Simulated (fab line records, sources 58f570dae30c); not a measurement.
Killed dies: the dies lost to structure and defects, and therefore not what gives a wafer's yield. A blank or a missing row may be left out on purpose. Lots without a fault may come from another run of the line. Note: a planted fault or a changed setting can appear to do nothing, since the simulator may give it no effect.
Problem report, 8D (eight disciplines) form, completed by code -- flow berkeleyCmos170 -- the parts of the form that need people (team, actions taken, sign-off) are left out

== 1. THE ISSUE ==
V1_POLISHED_THK at UCB170_V1_THK_MEAS_04 reads a mean of 1343.3 nm on 2 wafers of 2 lots; wafers without a fault read 999.4 nm with a standard deviation of 1.6. So: +99 or more standard deviations from the usual mean.
The first sign was on wafer L123.1 at day 9 10:17, on filmMetro-02. At this step, 39 wafers from 13 lots have a number in the record. The rule behind "out" and "out of limits": a value lying over 4 standard deviations away from the usual mean. Any other wafer with a number is counted as sound.

== 2. WHAT THIS IS AND IS NOT ==
question,is,is not
which readings at this step,V1_POLISHED_THK,-
which lots,"L123, L125","L113, L114, L115, L116, L117, L118, L121, L128, L130, L133, L134"
which wafers of those lots,"L123.1, L125.5","L123.3, L123.4, L125.1, L125.6"
read on which gauges,filmMetro-02,"filmMetro-01, filmMetro-03"
when,from day 9 10:17,"up to then (23 sound wafers); but 14 sound wafers of L125, L128, L130, L133, L134 came after"

== 3. THE SUSPECTS, EACH WITH WHAT RULES IT OUT ==
Counting: if a tool at a process step up to the reading ran every lot that is out, it stays a suspect. Sound lots after the first of them don't rule it out here, since some wafers of a struck lot are sound.
- ruled out: the gauge at UCB170_V1_THK_MEAS_04. All the wafers that are out were read on filmMetro-02, but those of them that UCB170_V1_ETCH_14 has rows for are out there too, on other tools.
- cmp-02 at UCB170_V1_CMP_02 (polishes SiO2): kept. Every lot that is out went through it, the first being L123 (day 9 07:08); the last sound lot it ran before that was L118 (day 8 14:07).
- Within cmp-02 at UCB170_V1_CMP_02: the wafers that are out ran in chamber 0; their sound lot-mates ran in chambers 1, 2, 3.
After counting, what remains is cmp-02 at UCB170_V1_CMP_02.

== 4. THE CAUSE (what the simulator had put in) ==
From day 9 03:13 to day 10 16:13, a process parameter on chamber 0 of cmp-02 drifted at UCB170_V1_CMP_02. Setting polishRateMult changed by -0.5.
This tool alone remained once counting was done.

== 5. THE CHAIN OF EFFECTS, in route order ==
Each row: a reading whose mean over the struck wafers that have a number lies more than 3 standard deviations from the usual. Only readings whose record carries a usual standard deviation are examined. hours: median over the lots of the time between each lot's start at the first step of this table that gives one and its start at this step. sigmas: the change, counted in usual standard deviations.
hours,step,reading,usual,on struck wafers,change,sigmas
0,UCB170_V1_THK_MEAS_04,V1_POLISHED_THK,999.4 nm,1343.3,+343.9,+99 or more
5,UCB170_V1_ETCH_14,oesProductAu,0.876 a.u.,1.000,+0.124,+8.9
Process steps it contains:
- UCB170_V1_ETCH_14: etches SiO2 in CHF3/CF4/Ar, stops on Al, target depth 1250 nm, time 291 s.

== 6. WHAT WOULD HAVE CAUGHT IT SOONER ==
Counted from the fault's start at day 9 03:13, it took 7 hours until the first out-of-limits reading at a measuring or inspecting step in this record, taken at day 9 10:17.
No tool reading at UCB170_V1_CMP_02 that has a usual standard deviation in the record was out on any struck wafer, so an alarm limit of 4 standard deviations on those readings would not have fired.
Among the 2 lots that are out, L125 began UCB170_V1_CMP_02 on cmp-02 after day 9 10:17. A tool hold placed at that time would have kept it from harm.
